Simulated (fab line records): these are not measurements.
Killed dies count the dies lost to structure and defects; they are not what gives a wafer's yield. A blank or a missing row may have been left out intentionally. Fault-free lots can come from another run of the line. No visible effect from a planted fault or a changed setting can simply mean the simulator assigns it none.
fab line records	flow rit-cmos
record: lots: 5	wafers: 15	last-day: 7
route steps=202 shown NRETRO@53 PRETRO@64 GATE@75 FOX2@80
lots that met no fault: taken from a fault-free run of the same line
start-h: hours from the record's opening day to when the first of the lot's shown wafers began	wait-h: hours from the lot's prior step to this one	" the same as in the row above	L1.1+2: a row that stands for several wafers	- no value, or no start was given	* or withheld: withheld	< > ~ a bound
route shown NAME@n: NAME is a module with steps in the file, n the number in the route of the first one	usual: average and standard deviation across the fault-free wafers	same: alike in all rows	chamber/n: place in a boat	sites: the reading at each site	_std_site: standard deviation of those values	_edge_site: outer sites' mean less inner sites'	radius-mm: for every site, how far away it sits from the centre of the wafer	mask NAME#n: copy n	behind: the most recent tool/chamber to have shaped the wafer	hold: why the lot was held/for how many hours/how that ended	device: the n, p or np transistor that did not switch	end of line: the route-end tests of the same wafers	a step without rows: its recipe alone	killed: count of dies lost to structure and defects at first sort (not the wafer's yield)	map: a wafer's dies, x killed, . not, _ none there
set.NAME: the run value of the setting; set.NAME@STEP: its run value at that earlier step	model.NAME: the simulator's own value behind a step, which no gauge read
certain route steps with their lots: each step a table, each wafer a row
services: a tool's chamber out of use, with start hour (start-h, from the record's first day; less than 0 if before it), hours out, and reason
== steps ==
step: RIT_NRETRO_HMDS_00
recipe: prime-time-s: 60	prime-temp-c: 140
same: prime-time-s: 60
lot.wafer	tool	chamber	start-h	wait-h
L075.3+5+6	litho-track-02	0	33.18	0.1
L085.2+3+6	litho-track-03	0	87.02	0.1
L089.1+4+5	litho-track-02	0	108.05	0.2
L090.3+4+6	litho-track-03	0	110.44	0.1
L096.1+3+5	litho-track-04	0	139.27	0.1
step: RIT_NRETRO_COAT_01
recipe: resist: NOVOLAK	spin-rpm: 2000	resist-thk-nm: 1300
lot.wafer	tool	chamber	start-h	wait-h
L075.3+5+6	litho-track-02	0	33.33	0.1
L085.2+3+6	litho-track-03	0	87.17	0.1
L089.1+4+5	litho-track-02	0	108.20	0.1
L090.3+4+6	litho-track-03	0	110.59	0.1
L096.1+3+5	litho-track-04	0	139.42	0.1
step: RIT_NRETRO_SOFTBAKE_02
recipe: resist: NOVOLAK	temp-c: 90	time-s: 60
lot.wafer	tool	chamber	start-h	wait-h
L075.3+5+6	litho-track-02	0	33.48	0.1
L085.2+3+6	litho-track-03	0	87.32	0.1
L089.1+4+5	litho-track-02	0	108.35	0.1
L090.3+4+6	litho-track-03	0	110.74	0.1
L096.1+3+5	litho-track-04	0	139.57	0.1
step: RIT_NRETRO_EXPOSE_03
recipe: mask-id: M4	na: 0.57	target-cd-nm: 43900	dose-mj: 250
usual: stage-vel-mm-s: 499.96/0.23
same: na: 0.57
lot.wafer	tool	chamber	start-h	wait-h	mask	stage-vel-mm-s
L075.3	iline-stepper-02	0	33.75	0.2	M4#0	499.75
L075.5	"	0	"	"	M4#0	499.76
L075.6	"	0	"	"	M4#0	499.83
L085.2	iline-stepper-01	0	87.46	0.1	M4#0	500.07
L085.3	"	0	"	"	M4#0	499.68
L085.6	"	0	"	"	M4#0	499.83
L089.1	iline-stepper-02	0	108.50	0.1	M4#0	499.86
L089.4	"	0	"	"	M4#0	500.24
L089.5	"	0	"	"	M4#0	500.03
L090.3	iline-stepper-01	0	111.00	0.2	M4#0	499.96
L090.4	"	0	"	"	M4#0	500.02
L090.6	"	0	"	"	M4#0	500.05
L096.1	iline-stepper-02	0	139.85	0.2	M4#0	499.92
L096.3	"	0	"	"	M4#0	499.57
L096.5	"	0	"	"	M4#0	499.68
step: RIT_NRETRO_PEB_04
recipe: resist: NOVOLAK	temp-c: withheld	time-s: withheld
lot.wafer	tool	chamber	start-h	wait-h
L075.3+5+6	litho-track-04	0	33.87	0.1
L085.2+3+6	litho-track-03	0	87.59	0.1
L089.1+4+5	litho-track-02	0	108.61	0.1
L090.3+4+6	litho-track-02	0	111.13	0.1
L096.1+3+5	litho-track-04	0	139.97	0.1
step: RIT_NRETRO_DEVELOP_05
recipe: resist: NOVOLAK	develop-time-s: 68	dev-temp-c: 23
same: develop-time-s: 68
lot.wafer	tool	chamber	start-h	wait-h
L075.3+5+6	litho-track-04	0	-	-
L085.2+3+6	litho-track-03	0	-	-
L089.1+4+5	litho-track-02	0	-	-
L090.3+4+6	litho-track-02	0	-	-
L096.1+3+5	litho-track-04	0	-	-
step: RIT_NRETRO_OVL_MEAS_06
usual: NRETRO_OVL: -0.3/1.4
lot.wafer	tool	chamber	start-h	wait-h	NRETRO_OVL[nm]
L075.3	overlay-02	-	34.15	-	1.4
L075.5	"	-	"	"	-0.2
L075.6	"	-	"	"	0.1
L085.2	overlay-02	-	87.88	-	-2.5
L085.3	"	-	"	"	-0.8
L085.6	"	-	"	"	0.8
L089.1	overlay-01	-	108.93	-	2.2
L089.4	"	-	"	"	1.2
L089.5	"	-	"	"	1.8
L090.3	overlay-01	-	111.41	-	-0.7
L090.4	"	-	"	"	0.2
L090.6	"	-	"	"	0.3
L096.1	overlay-02	-	140.28	-	-0.2
L096.3	"	-	"	"	-1.1
L096.5	"	-	"	"	-0.2
step: RIT_NRETRO_HARDBAKE_07
recipe: resist: NOVOLAK	temp-c: 140	time-s: 120
lot.wafer	tool	chamber	start-h	wait-h
L075.3+5+6	litho-track-03	0	34.26	0.1
L085.2+3+6	litho-track-04	0	87.95	0.1
L089.1+4+5	litho-track-04	0	108.96	0.0
L090.3+4+6	litho-track-02	0	111.51	0.1
L096.1+3+5	litho-track-02	0	140.31	0.0
step: RIT_NRETRO_IMPLANT_08
recipe: species: P	energy-kev: 70	dose-cm2: 1e+13	tilt-deg: 7
lot.wafer	tool	chamber	start-h	wait-h
L075.3+5+6	implanter-02	0	34.47	0.2
L085.2+3+6	implanter-01	0	88.19	0.2
L089.1+4+5	implanter-03	0	109.21	0.2
L090.3+4+6	implanter-02	0	111.73	0.2
L096.1+3+5	implanter-01	0	140.56	0.2
step: RIT_NRETRO_STRIP_09
recipe: chemistry: O2	time-s: 180	resist: NOVOLAK	platen-temp-c: withheld	power-w: 500	pressure-mtorr: 4000	o2-flow-sccm: 4000
usual: drypump-motor-current-A: 5.4/0.33
lot.wafer	tool	chamber	start-h	wait-h	drypump-motor-current-A	rf-hours-counter-h
L075.3	plasma-asher-03	1	34.63	0.1	5.0	-
L075.5	"	0	"	"	5.9	-
L075.6	"	1	"	"	5.0	-
L085.2	plasma-asher-02	1	88.31	0.1	5.4	30
L085.3	"	0	"	"	5.4	-
L085.6	"	0	"	"	5.4	-
L089.1	plasma-asher-02	0	109.36	0.1	5.4	32
L089.4	"	1	"	"	5.4	-
L089.5	"	1	"	"	5.4	-
L090.3	plasma-asher-03	0	111.89	0.1	5.9	-
L090.4	"	1	"	"	5.0	-
L090.6	"	0	"	"	5.9	-
L096.1	plasma-asher-04	0	140.71	0.1	5.9	50
L096.3	"	0	"	"	5.9	-
L096.5	"	1	"	"	5.2	-
step: RIT_NRETRO_TW_MEAS_10
usual: NRETRO_TW: 1040/14
lot.wafer	tool	chamber	start-h	wait-h	NRETRO_TW
L075.3	film-metro-02	-	34.77	0.1	1035
L075.5	"	-	"	"	1038
L075.6	"	-	"	"	1038
L085.2	film-metro-04	-	88.50	0.1	1066
L085.3	"	-	"	"	1068
L085.6	"	-	"	"	1063
L089.1	film-metro-04	-	109.54	0.1	1058
L089.4	"	-	"	"	1059
L089.5	"	-	"	"	1063
L090.3	film-metro-01	-	112.02	0.1	1023
L090.4	"	-	"	"	1030
L090.6	"	-	"	"	1023
L096.1	film-metro-01	-	140.89	0.1	1019
L096.3	"	-	"	"	1018
L096.5	"	-	"	"	1024
step: RIT_PRETRO_HMDS_00
recipe: prime-time-s: 60	prime-temp-c: 140
same: prime-time-s: 60
lot.wafer	tool	chamber	start-h	wait-h
L075.3+5+6	litho-track-02	0	34.86	0.1
L085.2+3+6	litho-track-03	0	88.57	0.1
L089.1+4+5	litho-track-03	0	109.60	0.1
L090.3+4+6	litho-track-01	0	112.11	0.1
L096.1+3+5	litho-track-03	0	140.95	0.1
step: RIT_PRETRO_COAT_01
recipe: resist: NOVOLAK	spin-rpm: 2000	resist-thk-nm: 1300
lot.wafer	tool	chamber	start-h	wait-h
L075.3+5+6	litho-track-02	0	35.01	0.1
L085.2+3+6	litho-track-03	0	88.72	0.1
L089.1+4+5	litho-track-03	0	109.75	0.1
L090.3+4+6	litho-track-01	0	112.26	0.1
L096.1+3+5	litho-track-03	0	141.10	0.1
step: RIT_PRETRO_SOFTBAKE_02
recipe: resist: NOVOLAK	temp-c: 90	time-s: 60
lot.wafer	tool	chamber	start-h	wait-h
L075.3+5+6	litho-track-02	0	35.16	0.1
L085.2+3+6	litho-track-03	0	88.87	0.1
L089.1+4+5	litho-track-03	0	109.90	0.1
L090.3+4+6	litho-track-01	0	112.41	0.1
L096.1+3+5	litho-track-03	0	141.25	0.1
step: RIT_PRETRO_EXPOSE_03
recipe: mask-id: M5	na: 0.57	target-cd-nm: 43700	dose-mj: 250
usual: stage-vel-mm-s: 500.06/0.24
same: na: 0.57
lot.wafer	tool	chamber	start-h	wait-h	mask	stage-vel-mm-s
L075.3	iline-stepper-02	0	35.30	0.1	M5#0	500.16
L075.5	"	0	"	"	M5#0	500.04
L075.6	"	0	"	"	M5#0	500.42
L085.2	iline-stepper-01	0	89.02	0.1	M5#0	499.73
L085.3	"	0	"	"	M5#0	499.72
L085.6	"	0	"	"	M5#0	499.51
L089.1	iline-stepper-01	0	110.17	0.2	M5#0	499.73
L089.4	"	0	"	"	M5#0	499.94
L089.5	"	0	"	"	M5#0	499.94
L090.3	iline-stepper-02	0	112.68	0.2	M5#0	499.96
L090.4	"	0	"	"	M5#0	500.32
L090.6	"	0	"	"	M5#0	500.28
L096.1	iline-stepper-02	0	141.52	0.2	M5#0	500.17
L096.3	"	0	"	"	M5#0	500.42
L096.5	"	0	"	"	M5#0	500.08
step: RIT_PRETRO_PEB_04
recipe: resist: NOVOLAK	temp-c: withheld	time-s: withheld
lot.wafer	tool	chamber	start-h	wait-h
L075.3+5+6	litho-track-02	0	35.42	0.1
L085.2+3+6	litho-track-03	0	89.14	0.1
L089.1+4+5	litho-track-01	0	110.29	0.1
L090.3+4+6	litho-track-02	0	112.81	0.1
L096.1+3+5	litho-track-01	0	141.64	0.1
step: RIT_PRETRO_DEVELOP_05
recipe: resist: NOVOLAK	develop-time-s: 68	dev-temp-c: 23
same: develop-time-s: 68
lot.wafer	tool	chamber	start-h	wait-h
L075.3+5+6	litho-track-02	0	-	-
L085.2+3+6	litho-track-03	0	-	-
L089.1+4+5	litho-track-01	0	-	-
L090.3+4+6	litho-track-02	0	-	-
L096.1+3+5	litho-track-01	0	-	-
step: RIT_PRETRO_OVL_MEAS_06
usual: PRETRO_OVL: 0.2/1.2
lot.wafer	tool	chamber	start-h	wait-h	PRETRO_OVL[nm]
L075.3	overlay-02	-	35.70	-	-1.3
L075.5	"	-	"	"	-0.8
L075.6	"	-	"	"	-0.1
L085.2	overlay-01	-	89.43	-	0.2
L085.3	"	-	"	"	1.7
L085.6	"	-	"	"	0.6
L089.1	overlay-01	-	110.60	-	1.8
L089.4	"	-	"	"	-0.3
L089.5	"	-	"	"	0.2
L090.3	overlay-02	-	113.08	-	0.5
L090.4	"	-	"	"	-2.1
L090.6	"	-	"	"	0.1
L096.1	overlay-02	-	141.95	-	0.7
L096.3	"	-	"	"	-0.9
L096.5	"	-	"	"	0.4
step: RIT_PRETRO_HARDBAKE_07
recipe: resist: NOVOLAK	temp-c: 140	time-s: 120
lot.wafer	tool	chamber	start-h	wait-h
L075.3+5+6	litho-track-03	0	35.84	0.1
L085.2+3+6	litho-track-02	0	89.50	0.1
L089.1+4+5	litho-track-01	0	110.64	0.0
L090.3+4+6	litho-track-03	0	113.19	0.1
L096.1+3+5	litho-track-02	0	141.99	0.0
step: RIT_PRETRO_IMPLANT_08
recipe: species: B	energy-kev: 45	dose-cm2: 1.2e+13	tilt-deg: 7
lot.wafer	tool	chamber	start-h	wait-h
L075.3+5+6	implanter-01	0	36.05	0.2
L085.2+3+6	implanter-02	0	89.74	0.2
L089.1+4+5	implanter-01	0	110.89	0.2
L090.3+4+6	implanter-01	0	113.41	0.2
L096.1+3+5	implanter-04	0	142.24	0.2
step: RIT_PRETRO_STRIP_09
recipe: chemistry: O2	time-s: 180	resist: NOVOLAK	platen-temp-c: withheld	power-w: 500	pressure-mtorr: 4000	o2-flow-sccm: 4000
usual: drypump-motor-current-A: 5.44/0.26
lot.wafer	tool	chamber	start-h	wait-h	drypump-motor-current-A	rf-hours-counter-h
L075.3	plasma-asher-02	1	36.21	0.1	5.37	-
L075.5	"	1	"	"	5.38	-
L075.6	"	0	"	"	5.37	-
L085.2	plasma-asher-04	1	89.86	0.1	5.20	44
L085.3	"	1	"	"	5.22	-
L085.6	"	0	"	"	5.94	-
L089.1	plasma-asher-04	1	111.04	0.1	5.20	46
L089.4	"	1	"	"	5.24	-
L089.5	"	0	"	"	5.94	-
L090.3	plasma-asher-02	0	113.56	0.1	5.32	-
L090.4	"	1	"	"	5.45	-
L090.6	"	1	"	"	5.40	-
L096.1	plasma-asher-04	0	142.39	0.1	5.94	50
L096.3	"	1	"	"	5.19	-
L096.5	"	1	"	"	5.23	-
step: RIT_PRETRO_TW_MEAS_10
usual: PRETRO_TW: 474/3.6
lot.wafer	tool	chamber	start-h	wait-h	PRETRO_TW
L075.3	film-metro-02	-	36.35	0.1	468
L075.5	"	-	"	"	470
L075.6	"	-	"	"	469
L085.2	film-metro-03	-	90.05	0.1	474
L085.3	"	-	"	"	475
L085.6	"	-	"	"	473
L089.1	film-metro-03	-	111.21	0.1	480
L089.4	"	-	"	"	479
L089.5	"	-	"	"	477
L090.3	film-metro-02	-	113.70	0.1	471
L090.4	"	-	"	"	469
L090.6	"	-	"	"	469
L096.1	film-metro-03	-	142.57	0.1	474
L096.3	"	-	"	"	475
L096.5	"	-	"	"	478
step: RIT_GATE_WET_ETCH_00
recipe: chemistry: BOE	target: SiO2	target-depth-nm: 56	time-s: 60	dry: n2-spin	dilution: 10:1	temp-c: 21.5
lot.wafer	tool	chamber	start-h	wait-h
L075.3+5+6	wet-bench-03	0	36.39	0.0
L085.2+3+6	wet-bench-04	3	90.10	0.0
L089.1+4+5	wet-bench-03	1	111.27	0.1
L090.3+4+6	wet-bench-01	1	113.74	0.0
L096.1+3+5	wet-bench-01	1	142.63	0.1
step: RIT_GATE_CLEAN_01
recipe: chemistry: SC1	mix: 3:3:50	time-s: 600	temp-c: 75
lot.wafer	tool	chamber	start-h	wait-h
L075.3+5+6	wet-bench-01	0	36.41	0.0
L085.2+3+6	wet-bench-04	0	90.12	0.0
L089.1+4+5	wet-bench-04	3	111.30	0.0
L090.3+4+6	wet-bench-03	1	113.77	0.0
L096.1+3+5	wet-bench-04	2	142.65	0.0
step: RIT_GATE_CLEAN_02
recipe: chemistry: dHF	dilution: 50:1	time-s: 30
lot.wafer	tool	chamber	start-h	wait-h
L075.3+5+6	wet-bench-04	2	36.59	0.0
L085.2+3+6	wet-bench-01	0	90.30	0.0
L089.1+4+5	wet-bench-01	1	111.47	0.0
L090.3+4+6	wet-bench-01	0	113.94	0.0
L096.1+3+5	wet-bench-03	0	142.83	0.0
step: RIT_GATE_CLEAN_03
recipe: chemistry: SC2	mix: 3:3:50	time-s: 600	temp-c: 75	dry: n2-spin
lot.wafer	tool	chamber	start-h	wait-h
L075.3+5+6	wet-bench-01	0	36.61	0.0
L085.2+3+6	wet-bench-04	2	90.31	0.0
L089.1+4+5	wet-bench-03	0	111.49	0.0
L090.3+4+6	wet-bench-03	0	113.96	0.0
L096.1+3+5	wet-bench-01	3	142.84	0.0
step: RIT_GATE_CLEAN_04
recipe: chemistry: dHF	dilution: 50:1	time-s: 60	dry: n2-spin
lot.wafer	tool	chamber	start-h	wait-h
L075.3+5+6	wet-bench-04	1	36.78	0.0
L085.2+3+6	wet-bench-01	3	90.49	0.0
L089.1+4+5	wet-bench-04	2	111.67	0.0
L090.3+4+6	wet-bench-01	0	114.13	0.0
L096.1+3+5	wet-bench-04	3	143.02	0.0
step: RIT_FOX2_THK_MEAS_91
recipe: reads: SiO2_of_FOX2_OXIDATION_00
usual: FIELD_OXIDE_LEFT_2_THK: 252/5.4
lot.wafer	tool	chamber	start-h	wait-h	FIELD_OXIDE_LEFT_2_THK[nm]
L075.3	film-metro-01	-	36.83	0.0	255
L075.5	"	-	"	"	252
L075.6	"	-	"	"	251
L085.2	film-metro-02	-	90.52	0.0	253
L085.3	"	-	"	"	256
L085.6	"	-	"	"	254
L089.1	film-metro-02	-	111.69	0.0	248
L089.4	"	-	"	"	251
L089.5	"	-	"	"	244
L090.3	film-metro-01	-	114.18	0.0	238
L090.4	"	-	"	"	243
L090.6	"	-	"	"	242
L096.1	film-metro-01	-	143.04	0.0	245
L096.3	"	-	"	"	248
L096.5	"	-	"	"	255
step: RIT_GATE_OXIDATION_05
recipe: temp-c: 900	ambient: O2	target-thk-a: 30	ox-time-s: 270
usual: tube_center_temp_C_max: 902.3/0.36
lot.wafer	tool	chamber	start-h	wait-h	tube_center_temp_C_max
L075.3	furnace-02	0	37.05	0.2	902.3
L075.5	"	0	"	"	902.1
L075.6	"	0	"	"	901.9
L085.2	furnace-01	0	91.94	1.4	902.5
L085.3	"	0	"	"	902.1
L085.6	"	0	"	"	902.2
L089.1	furnace-02	0	112.06	0.4	902.5
L089.4	"	0	"	"	902.5
L089.5	"	0	"	"	902.6
L090.3	furnace-01	0	114.22	0.0	902.3
L090.4	"	0	"	"	902.4
L090.6	"	0	"	"	901.7
L096.1	furnace-01	0	144.63	1.6	901.9
L096.3	"	0	"	"	902.4
L096.5	"	0	"	"	902.9
step: RIT_GATE_ANNEAL_06
recipe: temp-c: 900	time-s: 600	ambient: N2O
usual: tube_center_temp_C_max: 902.3/0.34
lot.wafer	tool	chamber	start-h	wait-h	tube_center_temp_C_max
L075.3	furnace-02	0	38.13	0.0	902.5
L075.5	"	0	"	"	902.3
L075.6	"	0	"	"	902.2
L085.2	furnace-01	0	93.02	0.0	902.9
L085.3	"	0	"	"	902.1
L085.6	"	0	"	"	902.9
L089.1	furnace-01	0	113.51	0.4	902.3
L089.4	"	0	"	"	902.3
L089.5	"	0	"	"	901.8
L090.3	furnace-01	0	116.79	1.5	903.1
L090.4	"	0	"	"	902.7
L090.6	"	0	"	"	903.0
L096.1	furnace-02	0	145.71	0.0	901.8
L096.3	"	0	"	"	901.8
L096.5	"	0	"	"	902.6
step: RIT_GATE_THK_MEAS_07
recipe: reads: SiO2_of_GATE_OXIDATION_05
usual: GATE_OXIDE_THK: 2.98/0.054
lot.wafer	tool	chamber	start-h	wait-h	GATE_OXIDE_THK[nm]
L075.3	film-metro-02	-	38.40	0.0	3.03
L075.5	"	-	"	"	3.05
L075.6	"	-	"	"	2.99
L085.2	film-metro-01	-	93.28	0.0	2.84
L085.3	"	-	"	"	2.91
L085.6	"	-	"	"	2.87
L089.1	film-metro-03	-	113.76	0.0	2.98
L089.4	"	-	"	"	2.92
L089.5	"	-	"	"	3.03
L090.3	film-metro-03	-	117.06	0.0	2.95
L090.4	"	-	"	"	3.04
L090.6	"	-	"	"	3.01
L096.1	film-metro-01	-	145.96	0.0	2.91
L096.3	"	-	"	"	2.94
L096.5	"	-	"	"	2.97
step: RIT_GATE_CVD_08
recipe: material: poly-Si	target-thk-nm: 250	temp-c: 610	precursor: SiH4	time-s: 2220	pressure-mtorr: 300	sih4-flow-sccm: 100
lot.wafer	tool	chamber	start-h	wait-h
L075.3+5+6	lpcvd-02	0	38.44	0.0
L085.2+3+6	lpcvd-02	0	93.33	0.0
L089.1+4+5	lpcvd-02	1	113.82	0.1
L090.3+4+6	lpcvd-01	1	117.10	0.0
L096.1+3+5	lpcvd-02	1	146.02	0.1
step: RIT_GATE_THK_MEAS_09
recipe: reads: poly-Si_of_GATE_CVD_08
usual: GATE_POLY_THK: 250.1/2.1
lot.wafer	tool	chamber	start-h	wait-h	GATE_POLY_THK[nm]
L075.3	film-metro-01	-	40.08	0.0	248.6
L075.5	"	-	"	"	250.1
L075.6	"	-	"	"	249.7
L085.2	film-metro-02	-	94.96	0.0	252.2
L085.3	"	-	"	"	253.0
L085.6	"	-	"	"	251.2
L089.1	film-metro-02	-	115.43	0.0	254.9
L089.4	"	-	"	"	253.1
L089.5	"	-	"	"	254.7
L090.3	film-metro-02	-	118.74	0.0	253.1
L090.4	"	-	"	"	250.6
L090.6	"	-	"	"	249.3
L096.1	film-metro-03	-	147.63	0.0	246.6
L096.3	"	-	"	"	248.5
L096.5	"	-	"	"	247.9
step: RIT_GATE_HMDS_10
recipe: prime-time-s: 60	prime-temp-c: 140
same: prime-time-s: 60
lot.wafer	tool	chamber	start-h	wait-h
L075.3+5+6	litho-track-01	0	40.16	0.1
L085.2+3+6	litho-track-01	0	95.03	0.1
L089.1+4+5	litho-track-01	0	115.49	0.1
L090.3+4+6	litho-track-01	0	118.83	0.1
L096.1+3+5	litho-track-04	0	147.69	0.1
step: RIT_GATE_COAT_11
recipe: resist: NOVOLAK	spin-rpm: 4250	resist-thk-nm: 850
lot.wafer	tool	chamber	start-h	wait-h
L075.3+5+6	litho-track-01	0	40.31	0.1
L085.2+3+6	litho-track-01	0	95.18	0.1
L089.1+4+5	litho-track-01	0	115.64	0.1
L090.3+4+6	litho-track-01	0	118.98	0.1
L096.1+3+5	litho-track-04	0	147.84	0.1
step: RIT_GATE_SOFTBAKE_12
recipe: resist: NOVOLAK	temp-c: 90	time-s: 60
lot.wafer	tool	chamber	start-h	wait-h
L075.3+5+6	litho-track-01	0	40.47	0.1
L085.2+3+6	litho-track-01	0	95.33	0.1
L089.1+4+5	litho-track-01	0	115.79	0.1
L090.3+4+6	litho-track-01	0	119.13	0.1
L096.1+3+5	litho-track-04	0	147.99	0.1
step: RIT_GATE_EXPOSE_13
recipe: mask-id: M6	na: 0.6	source-shape: conventional	sigma-outer: 0.6	target-cd-nm: 150	dose-mj: 380
usual: stage-vel-mm-s: 500.04/0.22
same: na: 0.6
lot.wafer	tool	chamber	start-h	wait-h	mask	stage-vel-mm-s
L075.3	iline-stepper-02	0	40.73	0.2	M6#0	499.95
L075.5	"	0	"	"	M6#0	499.95
L075.6	"	0	"	"	M6#0	499.85
L085.2	iline-stepper-02	0	95.47	0.1	M6#0	499.92
L085.3	"	0	"	"	M6#0	499.71
L085.6	"	0	"	"	M6#0	500.28
L089.1	iline-stepper-02	0	116.11	0.3	M6#0	500.02
L089.4	"	0	"	"	M6#0	500.19
L089.5	"	0	"	"	M6#0	500.25
L090.3	iline-stepper-01	0	119.39	0.2	M6#0	500.15
L090.4	"	0	"	"	M6#0	499.97
L090.6	"	0	"	"	M6#0	499.79
L096.1	iline-stepper-02	0	148.14	0.1	M6#0	500.36
L096.3	"	0	"	"	M6#0	500.28
L096.5	"	0	"	"	M6#0	500.22
step: RIT_GATE_PEB_14
recipe: resist: NOVOLAK	temp-c: withheld	time-s: withheld
lot.wafer	tool	chamber	start-h	wait-h
L075.3+5+6	litho-track-01	0	40.86	0.1
L085.2+3+6	litho-track-01	0	95.60	0.1
L089.1+4+5	litho-track-01	0	116.23	0.1
L090.3+4+6	litho-track-04	0	119.52	0.1
L096.1+3+5	litho-track-01	0	148.41	0.2
step: RIT_GATE_DEVELOP_15
recipe: resist: NOVOLAK	develop-time-s: 50	dev-temp-c: 23
same: develop-time-s: 50
lot.wafer	tool	chamber	start-h	wait-h
L075.3+5+6	litho-track-01	0	-	-
L085.2+3+6	litho-track-01	0	-	-
L089.1+4+5	litho-track-01	0	-	-
L090.3+4+6	litho-track-04	0	-	-
L096.1+3+5	litho-track-01	0	-	-
step: RIT_GATE_CD_MEAS_16
recipe: target-cd-nm: 150
usual: cd-nm: 150.0/2.5
lot.wafer	tool	chamber	start-h	wait-h	cd-nm
L075.3	cd-sem-02	-	41.13	-	151.4
L075.5	"	-	"	"	148.5
L075.6	"	-	"	"	148.4
L085.2	cd-sem-02	-	95.88	-	149.1
L085.3	"	-	"	"	148.6
L085.6	"	-	"	"	149.5
L089.1	cd-sem-02	-	116.51	-	144.3
L089.4	"	-	"	"	146.0
L089.5	"	-	"	"	143.1
L090.3	cd-sem-01	-	119.79	-	152.0
L090.4	"	-	"	"	152.6
L090.6	"	-	"	"	150.9
L096.1	cd-sem-02	-	148.69	-	146.5
L096.3	"	-	"	"	147.6
L096.5	"	-	"	"	144.6
step: RIT_GATE_OVL_MEAS_17
usual: GATE_OVL: -0.3/1.3
lot.wafer	tool	chamber	start-h	wait-h	GATE_OVL[nm]
L075.3	overlay-01	-	41.22	0.1	0.6
L075.5	"	-	"	"	0.4
L075.6	"	-	"	"	0.7
L085.2	overlay-02	-	95.98	0.1	0.4
L085.3	"	-	"	"	-0.8
L085.6	"	-	"	"	0.5
L089.1	overlay-02	-	116.63	0.1	1.2
L089.4	"	-	"	"	0.3
L089.5	"	-	"	"	-0.3
L090.3	overlay-02	-	119.89	0.1	-1.3
L090.4	"	-	"	"	-1.5
L090.6	"	-	"	"	-0.2
L096.1	overlay-01	-	148.81	0.1	0.4
L096.3	"	-	"	"	-0.9
L096.5	"	-	"	"	-1.1
step: RIT_GATE_HARDBAKE_18
recipe: resist: NOVOLAK	temp-c: 140	time-s: 60
lot.wafer	tool	chamber	start-h	wait-h
L075.3+5+6	litho-track-01	0	41.30	0.1
L085.2+3+6	litho-track-04	0	96.04	0.0
L089.1+4+5	litho-track-04	0	116.67	0.0
L090.3+4+6	litho-track-01	0	119.96	0.1
L096.1+3+5	litho-track-04	0	148.85	0.0
== services ==
tool	chamber	start-h	hours	kind
implanter-04	-	10.15	3.8	repair
implanter-02	-	11.46	0.5	repair
iline-stepper-02	-	24.75	5.1	repair
plasma-asher-02	-	26.34	0.9	repair
implanter-02	-	30.09	2.3	repair
implanter-03	-	32.62	2.5	repair
furnace-01	-	41.66	4.0	pm
implanter-02	-	43.46	4.7	pm
wet-bench-04	-	45.63	0.6	repair
furnace-02	-	74.13	13.5	pm
iline-stepper-01	0	95.57	-	calibration
furnace-02	-	98.00	2.6	pm
plasma-asher-04	-	116.28	1.5	repair
implanter-03	-	116.40	1.4	repair
implanter-02	-	119.19	3.6	repair
furnace-01	-	129.02	3.8	pm
litho-track-04	-	129.04	-	consumable-replace:filter
implanter-03	-	137.17	4.1	pm
== key ==
fault none
